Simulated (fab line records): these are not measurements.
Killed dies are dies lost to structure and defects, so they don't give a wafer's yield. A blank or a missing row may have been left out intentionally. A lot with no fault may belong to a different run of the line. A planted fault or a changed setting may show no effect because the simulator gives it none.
One fault seen from 2 desks + flow rit-cmos + every desk sees just its own numbers, and what lay behind them comes last

DESK OF THE TOOL OWNER: rie-diel-03
The tool's own readings at RIT_ACTIVE_ETCH_13 (etches Si3N4 in SF6, stops on SiO2, time 210 s, target depth 210 nm): means of the sampled wafers that have a number, for each lot that ran on this tool. Any lot whose mean is over 4 standard deviations away from the usual mean is out of limits and marked OUT; that distance is given in the brackets.
Columns: A = drypump-motor-current-A at RIT_ACTIVE_ETCH_13, usual 5.4 A; B = oes-product-au at RIT_ACTIVE_ETCH_13, usual 0.816 a.u.; C = throttle-valve-pct at RIT_ACTIVE_ETCH_13, usual 7.48 %
| lot  | first seen here | A   | B     | C    |
|------|-----------------|-----|-------|------|
| L278 | day 2 04:15     | 5.1 | 0.830 | 7.40 |
| L280 | day 2 13:34     | 5.5 | 0.810 | 7.47 |
| L287 | day 4 00:35     | 5.4 | 0.795 | 7.42 |
| L289 | day 4 08:42     | 5.3 | 0.790 | 7.43 |
This desk found nothing out of limits on any of the 4 lots.

FROM THE METROLOGY DESK
Lot by lot, what the gauges showed, no matter which tool ran the lot: averages of those sampled wafers that carry a number. Any lot whose mean is over 4 standard deviations away from the usual mean is out of limits and marked OUT; that distance is given in the brackets.
Columns: A = ACTIVE_OXIDE_THK at RIT_ACTIVE_THK_MEAS_02, usual 46.7 nm; B = ACTIVE_NITRIDE_THK at RIT_ACTIVE_THK_MEAS_04, usual 149.5 nm; C = cd-nm at RIT_ACTIVE_CD_MEAS_11, usual 1399.7 nm; D = cd-nm at RIT_ACTIVE_CD_MEAS_90, usual 1399.7 nm; E = FOX1_OXIDE_THK at RIT_FOX1_THK_MEAS_01, usual 351 nm; F = FOX2_OXIDE_THK at RIT_FOX2_THK_MEAS_01, usual 349 nm; G = FIELD_OXIDE_LEFT_1_THK at RIT_FOX2_THK_MEAS_90, usual 322 nm
| lot  | first seen here | A    | B     | C      | D      | E   | F   | G   |
|------|-----------------|------|-------|--------|--------|-----|-----|-----|
| L278 | day 1 23:31     | 47.1 | 151.0 | 1401.2 | 1401.5 | 350 | 355 | 328 |
| L280 | day 2 10:12     | 47.4 | 149.0 | 1399.0 | 1398.7 | 354 | 347 | 319 |
| L287 | day 3 21:16     | 47.2 | 149.4 | 1399.9 | 1400.1 | 357 | 336 | 309 |
| L289 | day 4 05:20     | 45.2 | 151.5 | 1400.3 | 1400.2 | 338 | 341 | 314 |
| L294 | day 5 06:53     | 47.4 | 150.8 | 1399.1 | 1399.0 | 340 | 352 | 325 |
| L297 | day 6 00:25     | 47.0 | 148.5 | 1399.8 | 1399.7 | 358 | 357 | 330 |
This desk found nothing out of limits on any of the 6 lots.

BROUGHT TOGETHER
Nothing out of limits was seen by the tool owner's desk.
From the metrology desk's view, nothing was out of limits.

WHAT HAD BEEN PUT IN BY THE SIMULATOR
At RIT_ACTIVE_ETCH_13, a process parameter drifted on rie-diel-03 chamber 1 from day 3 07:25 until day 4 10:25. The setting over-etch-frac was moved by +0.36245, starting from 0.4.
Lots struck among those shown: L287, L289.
